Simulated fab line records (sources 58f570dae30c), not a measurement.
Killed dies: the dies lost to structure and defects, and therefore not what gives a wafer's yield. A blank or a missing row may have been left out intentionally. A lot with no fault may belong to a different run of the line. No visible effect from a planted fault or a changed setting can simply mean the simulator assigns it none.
One fault seen from 2 desks    flow berkeleyCmos170    each desk has only its own numbers; what lay behind them comes last

THE TOOL OWNER'S DESK: rieDiel-03
The tool's own readings at UCB170_M1_ETCH_11 (etches BARC in N2/H2): means of the sampled wafers that have a number, for each lot that ran on this tool. The brackets show how far a lot's mean lies from the usual mean; more than 4 standard deviations puts the lot out of limits, marked OUT.
Columns: A = drypumpMotorCurrentA at UCB170_M1_ETCH_11, usual 5.7 A; B = oesProductAu at UCB170_M1_ETCH_11, usual 1.006 a.u.; C = throttleValvePct at UCB170_M1_ETCH_11, usual 13.32 %
lot   first seen here  A    B      C
L609  day 6 21:20      5.9  0.998  13.33
L611  day 7 12:52      5.6  1.012  13.47
L617  day 9 01:15      5.7  0.999  13.30
L618  day 9 09:08      5.8  0.994  13.09
L622  day 9 20:16      5.7  1.001  13.52
Finding of this desk: none of the 5 lots has anything out of limits.

THE METROLOGY DESK
Means of the sampled wafers that have a number, per lot and without regard to the tool the lot ran on: this is what the gauges read. The brackets show how far a lot's mean lies from the usual mean; more than 4 standard deviations puts the lot out of limits, marked OUT.
Columns: A = PSD_OVL at UCB170_PSD_OVL_MEAS_07, usual -2 nm; B = cdNm at UCB170_NSD_CD_MEAS_06, usual 1199.7 nm
lot   first seen here  A    B
L609  day 6 10:50      -3   1200.7
L611  day 6 22:17      -5   1198.5
L617  day 8 09:16      7    1199.7
L616  day 8 16:16      -11  1201.5
L618  day 8 16:34      -1   1199.5
L622  day 9 06:14      -6   1199.9
L623  day 10 00:34     3    1198.4
L625  day 10 00:42     -3   1198.9
L624  day 10 01:05     7    1198.8
L626  day 10 10:52     2    1200.3
L627  day 10 10:59     4    1197.9
L631  day 10 23:31     -8   1198.6
L632  day 11 21:16     -7   1198.4
Finding of this desk: none of the 13 lots has anything out of limits.

PUT TOGETHER
The tool owner's desk saw nothing out of limits.
At the metrology desk, nothing out of limits was observed.

WHAT WAS PUT IN BY THE SIMULATOR
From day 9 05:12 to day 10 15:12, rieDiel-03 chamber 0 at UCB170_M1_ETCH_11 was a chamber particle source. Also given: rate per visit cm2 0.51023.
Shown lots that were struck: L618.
